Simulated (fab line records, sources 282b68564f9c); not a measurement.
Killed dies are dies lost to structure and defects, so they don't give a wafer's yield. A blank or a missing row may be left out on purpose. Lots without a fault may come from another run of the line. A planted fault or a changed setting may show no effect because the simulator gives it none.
Which tool did it? | flow rit_cmos | 14 lots, 42 wafers sampled, at 2 steps of a route of 202

WHAT THE GAUGES READ, wafer by wafer
RIT_PRETRO_OVL_MEAS_06.
lot  | measured    | on         | PRETRO_OVL (nm)
L285 | day 3 09:11 | overlay-01 | 0.6 2.4 0.2
L286 | day 3 13:50 | overlay-02 | 0.9 0.5 -0.3
L287 | day 3 21:40 | overlay-02 | -1.3 -1.2 -2.0
L289 | day 4 04:06 | overlay-01 | -0.3 0.4 0.6
L290 | day 4 08:53 | overlay-01 | 1.1 1.6 -0.3
L291 | day 4 14:56 | overlay-02 | -1.2 -1.1 -0.9
L292 | day 4 19:32 | overlay-02 | 0.2 -1.6 -0.6
L293 | day 5 00:36 | overlay-02 | -0.2 1.9 0.0
L295 | day 5 11:44 | overlay-01 | 3685.7 3684.1 3685.3
L296 | day 5 18:23 | overlay-01 | 0.6 1.7 2.7
L297 | day 5 21:44 | overlay-01 | 0.4 0.4 0.8
L298 | day 6 06:05 | overlay-01 | 0.7 1.2 -0.7
L302 | day 7 03:57 | overlay-01 | -0.9 -0.1 0.1
L303 | day 7 09:20 | overlay-01 | 3682.8 3682.5 3683.5

WHICH TOOL RAN EACH LOT (tool, then ch and the chambers of the sampled wafers, then the start)
lot  | RIT_PRETRO_EXPOSE_03
L285 | iline_stepper-02 ch 0, day 3 08:46
L286 | iline_stepper-01 ch 0, day 3 13:25
L287 | iline_stepper-02 ch 0, day 3 21:15
L289 | iline_stepper-01 ch 0, day 4 03:41
L290 | iline_stepper-01 ch 0, day 4 08:27
L291 | iline_stepper-02 ch 0, day 4 14:31
L292 | iline_stepper-02 ch 0, day 4 19:07
L293 | iline_stepper-01 ch 0, day 5 00:10
L295 | iline_stepper-02 ch 0, day 5 11:14
L296 | iline_stepper-01 ch 0, day 5 17:57
L297 | iline_stepper-01 ch 0, day 5 21:19
L298 | iline_stepper-01 ch 0, day 6 05:39
L302 | iline_stepper-01 ch 0, day 7 03:31
L303 | iline_stepper-02 ch 0, day 7 08:54
- RIT_PRETRO_EXPOSE_03: exposes mask M5, target cd 43700 nm.

WHAT THE TOOLS THEMSELVES READ (means of the sampled wafers that have a number; where no wafer has one, the mark that the record gives instead)
The record holds no such reading with a usual standard deviation.

THE ANSWER, worked out from the rows above alone
Rule: what is usual is taken from the lots themselves. Put in order of their means at a reading, lots are off if they are a third of the lots or fewer, leave a main group of 4 or more, and stand apart from it by a gap of 3 or more times the standard deviation of the main group's means; of several such gaps the widest counts. A main group whose means are all the same, to the digits that the tables above print for the reading, isn't used. A lot without any number at a reading at which 4 lots or more have one is off too. The other lots that the step has rows for count as sound. The gauges are gone through in route order, then the tools' own readings, and for those a lot's mean is taken as printed above. The first step at which some lot is off is used, and at that step the reading that is off furthest; a lot without a number counts as furthest.
Off: L295, L303, at RIT_PRETRO_OVL_MEAS_06 (PRETRO_OVL). The main group: mean 0.2 nm, standard deviation 0.87.
A tool fits if, at a process step before that reading, it ran every lot that is off, and no sound lot after the first of them. The gauges at RIT_PRETRO_OVL_MEAS_06 are tried like those tools. One fits: iline_stepper-02 at RIT_PRETRO_EXPOSE_03. Its last sound lot is L292 (day 4 19:07), its first lot that is off L295 (day 5 11:14): a fault that began between those two fits.

WHAT THE SIMULATOR HAD PUT IN
Scanner matching overlay: iline_stepper-02, from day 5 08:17 on, at RIT_PRETRO_EXPOSE_03. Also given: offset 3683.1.
Lots struck among those shown: L295, L303. The rule above found the same.
